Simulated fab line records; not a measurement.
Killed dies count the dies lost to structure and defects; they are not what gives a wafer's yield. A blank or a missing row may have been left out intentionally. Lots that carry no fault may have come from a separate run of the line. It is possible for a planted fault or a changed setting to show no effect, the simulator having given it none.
Which tool was responsible? ; flow ritCmos ; 14 lots, 42 wafers sampled, at 2 steps of a route of 202

WHAT THE GAUGES READ, wafer by wafer
RIT_GATE_CD_MEAS_16 targets a cd of 150 nm.
lot;measured;on;cdNm (nm)
L431;day 2 14:17;cdSem-01;147.5 148.6 147.9
L432;day 2 22:29;cdSem-01;149.3 152.4 152.3
L433;day 3 02:23;cdSem-01;144.7 145.5 144.1
L434;day 3 05:07;cdSem-01;151.6 151.3 150.5
L435;day 3 13:09;cdSem-01;149.5 151.7 150.2
L436;day 3 16:35;cdSem-01;147.5 147.2 147.4
L444;day 5 08:01;cdSem-02;138.0 139.6 139.2
L445;day 5 15:50;cdSem-02;143.4 143.7 144.9
L446;day 5 17:36;cdSem-01;153.4 154.0 151.9
L450;day 6 15:26;cdSem-01;149.3 150.1 148.9
L451;day 6 18:19;cdSem-01;147.5 149.0 149.4
L452;day 7 00:49;cdSem-01;150.2 150.3 152.7
L453;day 7 07:35;cdSem-02;150.9 151.8 151.7
L454;day 7 09:34;cdSem-02;152.1 154.0 154.7

WHICH TOOL RAN EACH LOT (tool, then ch and the chambers of the sampled wafers, then the start)
lot;RIT_GATE_DEVELOP_15
L431;lithoTrack-04 ch 0, day 2 14:00
L432;lithoTrack-04 ch 0, day 2 22:00
L433;lithoTrack-03 ch 0, day 3 02:00
L434;lithoTrack-04 ch 0, day 3 04:00
L435;lithoTrack-04 ch 0, day 3 12:00
L436;lithoTrack-02 ch 0, day 3 16:00
L444;lithoTrack-04 ch 0, day 5 07:00
L445;lithoTrack-04 ch 0, day 5 15:00
L446;lithoTrack-02 ch 0, day 5 17:00
L450;lithoTrack-03 ch 0, day 6 15:00
L451;lithoTrack-02 ch 0, day 6 18:00
L452;lithoTrack-03 ch 0, day 7 00:00
L453;lithoTrack-02 ch 0, day 7 07:00
L454;lithoTrack-02 ch 0, day 7 09:00
- RIT_GATE_DEVELOP_15: develop time 50 s.

AS READ BY THE TOOLS THEMSELVES (means over the sampled wafers that have a number; for cases with no such wafer, the mark the record gives instead)
The record holds no such reading with a usual standard deviation.

THE ANSWER, worked out from the rows above alone
Rule: the usual values come from the lots themselves. The widest of any qualifying gaps counts: lots, ordered by their means at a reading, are off when they make up no more than a third of the lots, leave a main group of 4 or more, and stand apart from it by 3 or more times the standard deviation of that group's means. If all means in a main group match to the digits the tables above print for the reading, that group is not used. A lot without any number at a reading at which 4 lots or more have one is off too. All remaining lots with rows at the step are treated as sound. The gauges are gone through in route order, then the tools' own readings, and for those a lot's mean is taken as printed above. The first step at which some lot is off is used, and at that step the reading that is off furthest; a lot without a number counts as furthest.
Across all readings shown, no lot is off: no conclusion can be drawn from this.

WHAT WAS PUT IN BY THE SIMULATOR
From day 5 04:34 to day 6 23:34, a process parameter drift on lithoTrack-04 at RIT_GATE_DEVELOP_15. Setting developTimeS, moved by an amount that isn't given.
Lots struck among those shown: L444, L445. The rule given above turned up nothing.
